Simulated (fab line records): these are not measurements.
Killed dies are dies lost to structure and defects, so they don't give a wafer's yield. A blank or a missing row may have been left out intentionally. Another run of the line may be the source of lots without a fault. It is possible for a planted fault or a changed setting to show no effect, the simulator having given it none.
Which tool did it? -- flow berkeleyCmos170 -- 12 lots, 36 wafers sampled, at 1 step of a route of 331

## WHAT THE GAUGES SHOWED, per wafer
UCB170_M1_OVL_MEAS_10.
lot,measured,on,M1_OVL (nm)
L077,day 7 08:35,overlay-02,0 3 -2
L074,day 7 09:17,overlay-02,0 -1 0
L079,day 8 04:31,overlay-01,-1 6 -1
L082,day 8 21:23,overlay-02,-10 3 1
L083,day 9 00:40,overlay-01,-12 -5 -5
L085,day 9 14:53,overlay-01,6 9 14
L088,day 9 23:33,overlay-02,7 -2 -1
L090,day 10 17:50,overlay-02,9 -1 -1
L091,day 10 18:30,overlay-02,-9 7 -9
L093,day 11 13:35,overlay-02,-3 -1 -2
L095,day 11 18:56,overlay-01,1 -1 16
L097,day 12 02:50,overlay-01,1 3 6

## WHAT TOOL EACH LOT RAN ON (gives the tool, then ch and the chambers of the sampled wafers, and finally the start)
There is no process step in the record ahead of these readings.

## THE ANSWER, worked out from the rows above alone
Rule: what is usual is taken from the lots themselves. The widest of any qualifying gaps counts: lots, ordered by their means at a reading, are off when they make up no more than a third of the lots, leave a main group of 4 or more, and stand apart from it by 3 or more times the standard deviation of that group's means. A main group is skipped when, at the precision printed for the reading in the tables above, its means are all equal. A lot without any number at a reading at which 4 lots or more have one is off too. The other lots that the step has rows for count as sound.
No lot is off at any reading shown: from this, nothing can be told.

## WHAT THE SIMULATOR HAD PUT IN
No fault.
